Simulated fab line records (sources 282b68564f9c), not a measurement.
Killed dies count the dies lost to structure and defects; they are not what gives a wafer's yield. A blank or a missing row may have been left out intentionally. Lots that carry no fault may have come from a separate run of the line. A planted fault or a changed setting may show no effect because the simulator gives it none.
fab line records    flow rit_cmos    part 2 of 2: steps 37 to 43 of 43
[record] lots = 7  wafers = 21  last_day = 7
route steps=202 shown PSD@149 SDANNEAL@153 NSD@158 PLDD@159 NLDD@160 SILICIDE@161 CONTACT@168 M1@184
lots that met no fault: taken from a fault-free run of the same line
start_h: the number of hours between the record's first day and the start of the first shown wafer of the lot    wait_h: time in hours since the lot's previous step    " identical to the entry in the row above    L1.1+2: one row covering several wafers at once    - no value present, or no start provided    * or withheld: withheld    < > ~ a bound
route shown NAME@n: a module of which the file shows steps, and the number in the route of the first    usual: mean/standard deviation of fault-free wafers    same: alike in all rows    chamber/n: place in a boat    sites: each site's reading    _std_site: the values' standard deviation    _edge_site: inner sites' mean taken away from outer sites' mean    radius_mm: how far each site lies from the wafer's centre    mask NAME#n: copy n    behind: the tool/chamber that last shaped the wafer    hold: what put the lot on hold/how long, in hours/how the hold closed    device: the transistor (n, p or np) that didn't switch    end of line: tests of these same wafers at the route's end    where a step has no rows: the recipe by itself    killed: dies that structure and defects cost at the first sort, which is not the same as the wafer's yield    map: shows each die of a wafer: x if killed, . if not, _ if none is there
set.NAME: the setting the step ran with; set.NAME@STEP: the setting that earlier step ran with    model.NAME: the simulator's own value behind a step, which no gauge read
lots seen at some steps along the route; tables by step, rows by wafer
services: from which hour (start_h, from the record's first day; less than 0 if before it) a tool's chamber was out of use, for how many hours, and why
[[steps]]
[step RIT_M1_RS_MEAS_01]
[recipe] thk_meas_gauge = four-point-probe  reads = Al_of_M1_SPUTTER_00
[usual] M1_AL_RS = 0.0712/0.00075
lot.wafer  tool           chamber  start_h  wait_h  M1_AL_RS[ohm/sq]
L708.3     film_metro-04  -        58.20    0.2     0.0712
L708.5     "              -        "        "       0.0712
L708.6     "              -        "        "       0.0713
L714.2     film_metro-01  -        89.02    0.2     0.0708
L714.4     "              -        "        "       0.0699
L714.6     "              -        "        "       0.0699
L716.2     film_metro-04  -        107.70   0.2     0.0728
L716.3     "              -        "        "       0.0724
L716.5     "              -        "        "       0.0730
L718.1     film_metro-01  -        115.29   0.1     0.0719
L718.2     "              -        "        "       0.0718
L718.3     "              -        "        "       0.0720
L719.1     film_metro-04  -        115.75   0.1     0.0722
L719.5     "              -        "        "       0.0715
L719.6     "              -        "        "       0.0724
L726.2     film_metro-04  -        149.12   0.2     0.0714
L726.3     "              -        "        "       0.0722
L726.6     "              -        "        "       0.0718
L727.3     film_metro-01  -        153.69   0.2     0.0712
L727.4     "              -        "        "       0.0709
L727.5     "              -        "        "       0.0714
[step RIT_M1_THK_MEAS_02]
[recipe] thk_meas_gauge = xrf  reads = Al_of_M1_SPUTTER_00
[usual] M1_AL_THK = 416/4.2
lot.wafer  tool           chamber  start_h  wait_h  M1_AL_THK[nm]
L708.3     film_metro-04  -        58.30    0.1     417
L708.5     "              -        "        "       417
L708.6     "              -        "        "       415
L714.2     film_metro-01  -        89.13    0.1     416
L714.4     "              -        "        "       423
L714.6     "              -        "        "       425
L716.2     film_metro-04  -        107.81   0.1     407
L716.3     "              -        "        "       411
L716.5     "              -        "        "       407
L718.1     film_metro-01  -        115.41   0.1     414
L718.2     "              -        "        "       416
L718.3     "              -        "        "       416
L719.1     film_metro-04  -        115.87   0.1     412
L719.5     "              -        "        "       415
L719.6     "              -        "        "       412
L726.2     film_metro-04  -        149.23   0.1     414
L726.3     "              -        "        "       410
L726.6     "              -        "        "       414
L727.3     film_metro-01  -        153.79   0.1     416
L727.4     "              -        "        "       421
L727.5     "              -        "        "       417
[step RIT_M1_HMDS_03]
[recipe] prime_time_s = 60  prime_temp_c = 140
[step RIT_M1_COAT_04]
[recipe] resist = NOVOLAK  spin_rpm = 2000  resist_thk_nm = 1300
[step RIT_M1_SOFTBAKE_05]
[recipe] resist = NOVOLAK  temp_c = 90  time_s = 60
[step RIT_M1_EXPOSE_06]
[recipe] mask_id = M12  na = 0.6  source_shape = conventional  sigma_outer = 0.5  target_cd_nm = 2600  dose_mj = 250
[step RIT_M1_PROBE_99]
[usual] killed_at_front_end = 7/3  killed_dies = 7.0/3  killed_on_rim = 1.8/1.4  killed_open = 3.5/2.1  killed_short = 3.4/1.9
[same] gross_dies = 264  killed_at_M0_to_M3 = 0  killed_at_M4_up = 0  killed_at_back_side = 0  killed_at_contacts = 0  killed_at_other = 0
lot.wafer  tool       chamber  start_h  wait_h  killed_at_front_end  killed_dies  killed_on_rim  killed_open  killed_short
L708.3     prober-01  -        62.64    0.2     11                   11           5              8            3
L708.5     prober-01  -        62.74    0.2     10                   10           2              4            6
L708.6     prober-01  -        62.79    0.2     5                    5            1              1            4
L714.2     prober-02  -        95.34    0.1     14                   14           2              5            9
L714.4     prober-02  -        95.44    0.2     12                   12           3              7            5
L714.6     prober-02  -        95.54    0.2     9                    9            5              4            5
L716.2     prober-02  -        111.75   0.1     37                   37           11             5            6
L716.3     prober-02  -        111.80   0.2     38                   38           9              7            5
L716.5     prober-02  -        111.90   0.2     32                   32           8              3            2
L718.1     prober-02  -        119.40   0.1     21                   21           9              3            1
L718.2     prober-02  -        119.45   0.1     19                   19           9              2            1
L718.3     prober-02  -        119.50   0.2     22                   22           11             4            4
L719.1     prober-01  -        120.30   0.1     35                   35           3              2            2
L719.5     prober-01  -        120.50   0.2     33                   33           2              5            0
L719.6     prober-01  -        120.55   0.2     38                   38           0              2            4
L726.2     prober-02  -        153.35   0.1     3                    3            1              2            1
L726.3     prober-02  -        153.40   0.2     3                    3            0              1            2
L726.6     prober-02  -        153.55   0.2     12                   12           2              6            6
L727.3     prober-01  -        157.70   0.2     8                    8            3              5            3
L727.4     prober-01  -        157.75   0.2     7                    7            2              5            2
L727.5     prober-01  -        157.80   0.2     3                    3            2              2            1
// killed by level:class
L708.3 GATE:geometric_particle:open=4 SILICIDE:geometric_particle:open=3 REOX:geometric_particle:short=2 FOX1:geometric_particle:open=1 GATE:geometric_particle:short=1
L708.5 REOX:geometric_particle:short=2 SPACER:geometric_particle:open=2 SILICIDE:geometric_particle:open=2 FOX2:geometric_particle:short=1 GATE:geometric_particle:short=1 SPACER:geometric_particle:short=1 SILICIDE:geometric_particle:short=1
L708.6 FOX2:geometric_particle:short=2 GATE:geometric_particle:short=2 SPACER:geometric_particle:open=1
L714.2 GATE:geometric_particle:short=4 GATE:geometric_particle:open=3 SPACER:geometric_particle:short=3 FOX1:geometric_particle:short=2 FOX1:geometric_particle:open=1 REOX:geometric_particle:open=1
L714.4 SILICIDE:geometric_particle:short=3 GATE:geometric_particle:open=2 SILICIDE:geometric_particle:open=2 FOX2:geometric_particle:open=1 GATE:geometric_particle:short=1 REOX:geometric_particle:short=1 REOX:geometric_particle:open=1 SPACER:geometric_particle:open=1
L714.6 FOX1:geometric_particle:short=2 GATE:geometric_particle:short=2 GATE:geometric_particle:open=2 FOX2:geometric_particle:short=1 SPACER:geometric_particle:open=1 SILICIDE:geometric_particle:open=1
L716.2 SILICIDE:unspecified=26 GATE:geometric_particle:short=3 GATE:geometric_particle:open=2 FOX1:geometric_particle:short=1 FOX2:geometric_particle:open=1 REOX:geometric_particle:open=1 REOX:geometric_particle:short=1 SILICIDE:geometric_particle:short=1
L716.3 SILICIDE:unspecified=26 GATE:geometric_particle:open=3 FOX1:geometric_particle:short=2 GATE:geometric_particle:short=2 SILICIDE:geometric_particle:open=2 FOX1:geometric_particle:open=1 FOX2:geometric_particle:short=1 REOX:geometric_particle:open=1
L716.5 SILICIDE:unspecified=27 FOX1:geometric_particle:open=2 FOX2:geometric_particle:open=1 REOX:geometric_particle:short=1 SILICIDE:geometric_particle:short=1
L718.1 SILICIDE:unspecified=17 SILICIDE:geometric_particle:open=2 GATE:geometric_particle:open=1 SPACER:geometric_particle:short=1
L718.2 SILICIDE:unspecified=16 FOX1:geometric_particle:open=1 GATE:geometric_particle:open=1 GATE:geometric_particle:short=1
L718.3 SILICIDE:unspecified=14 GATE:geometric_particle:open=3 FOX2:geometric_particle:short=2 SPACER:geometric_particle:short=2 FOX2:geometric_particle:open=1
L719.1 SILICIDE:unspecified=31 SPACER:geometric_particle:short=2 REOX:geometric_particle:open=1 SPACER:geometric_particle:open=1
L719.5 SILICIDE:unspecified=28 SILICIDE:geometric_particle:open=2 SPACER:geometric_particle:open=2 REOX:geometric_particle:open=1
L719.6 SILICIDE:unspecified=32 GATE:geometric_particle:short=2 FOX1:geometric_particle:short=1 REOX:geometric_particle:open=1 SPACER:geometric_particle:short=1 SILICIDE:geometric_particle:open=1
L726.2 FOX1:geometric_particle:open=1 GATE:geometric_particle:short=1 SILICIDE:geometric_particle:open=1
L726.3 FOX1:geometric_particle:open=1 GATE:geometric_particle:short=1 SPACER:geometric_particle:short=1
L726.6 GATE:geometric_particle:open=3 GATE:geometric_particle:short=3 FOX2:geometric_particle:short=2 REOX:geometric_particle:open=2 FOX1:geometric_particle:short=1 FOX1:geometric_particle:open=1
L727.3 GATE:geometric_particle:short=2 GATE:geometric_particle:open=2 FOX1:geometric_particle:open=1 SPACER:geometric_particle:short=1 SPACER:geometric_particle:open=1 SILICIDE:geometric_particle:open=1
L727.4 GATE:geometric_particle:open=3 FOX2:geometric_particle:open=1 GATE:geometric_particle:short=1 SPACER:geometric_particle:short=1 SILICIDE:geometric_particle:open=1
L727.5 GATE:geometric_particle:open=1 GATE:geometric_particle:short=1 SILICIDE:geometric_particle:open=1
// map L716.3 (x killed, . not)
________......._______
_____x............____
____xxxx..x........___
___xxxxx.x..........__
__xxxxxxx.....x......_
__xxxxx..xxx....x...._
_...x..xx............x
_.........x...........
_.....................
_.................x...
__..x.......x........_
__..................._
___.......x.........__
____...............___
_____.............____
________......._______
// map L718.3 (x killed, . not)
________......._______
_____.x...........____
____...............___
___..x..............__
__x.................._
__..................._
_.....................
_.....................
_...........x.........
_........x............
__..................._
__.x................._
___.....x...........__
____x.xxxx..x.x....___
_____xxxxx........____
________xxx...._______
[[services]]
tool             chamber  start_h  hours  kind
rie_diel-04      -        38.59    0.4    repair
rie_diel-02      1        44.88    4.7    repair
pecvd-03         -        45.17    5.5    pm
plasma_asher-03  -        63.43    0.4    repair
rie_diel-02      1        66.11    4.4    repair
rie_diel-04      2        71.65    5.1    repair
rie_diel-02      3        77.78    5.2    repair
rie_diel-04      3        86.38    5.6    repair
plasma_asher-01  -        108.87   9.0    pm
rie_diel-04      3        109.74   5.1    repair
pvd_sputter-04   -        111.11   2.1    repair
pvd_sputter-01   -        116.34   0.8    repair
plasma_asher-01  -        117.87   2.8    pm
plasma_asher-01  -        120.62   14.6   pm
rie_diel-02      0        130.28   9.4    repair
rie_diel-02      -        132.17   2.4    repair
rie_diel-01      3        133.35   11.7   repair
rie_diel-04      1        133.55   -      clean
rie_diel-04      1        133.55   14.6   scheduled_down
rie_diel-04      1        133.55   14.6   vent_cycle
pvd_sputter-02   -        143.79   8.6    repair
wet_bench-03     -        146.75   5.7    repair
pvd_sputter-02   -        148.80   4.6    repair
rie_diel-04      2        151.45   -      clean
[[key]]
[first_sign] step = RIT_M1_PROBE_99  reading = killed_at_front_end  direction = up  sigmas = 7.9  usual = 7  struck = 31
[effect] step = RIT_M1_PROBE_99  reading = killed_dies  direction = up  sigmas = 7.9  usual = 7.0  struck = 30.6
met_at RIT_SILICIDE_WET_ETCH_00
struck_wafers L716.2,L716.3,L716.5,L718.1,L718.2,L718.3,L719.1,L719.5,L719.6
tester_left_out L716,L718,L719
onset_between 55.12 104.52
[fault] kind = chamber_particle_source  tool = wet_bench-03  chamber = -  onset_h = 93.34  steps = RIT_SILICIDE_WET_ETCH_00  rate_per_visit_cm2 = 0.86436  end_h = 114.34
// tester_left_out: of these lots the tester's yield and bins aren't shown, on N5 and GAA mostly nor the transistor test; their killed dies are dies lost to structure and defects alone, not to doping, threshold or leakage, so they don't give the yield
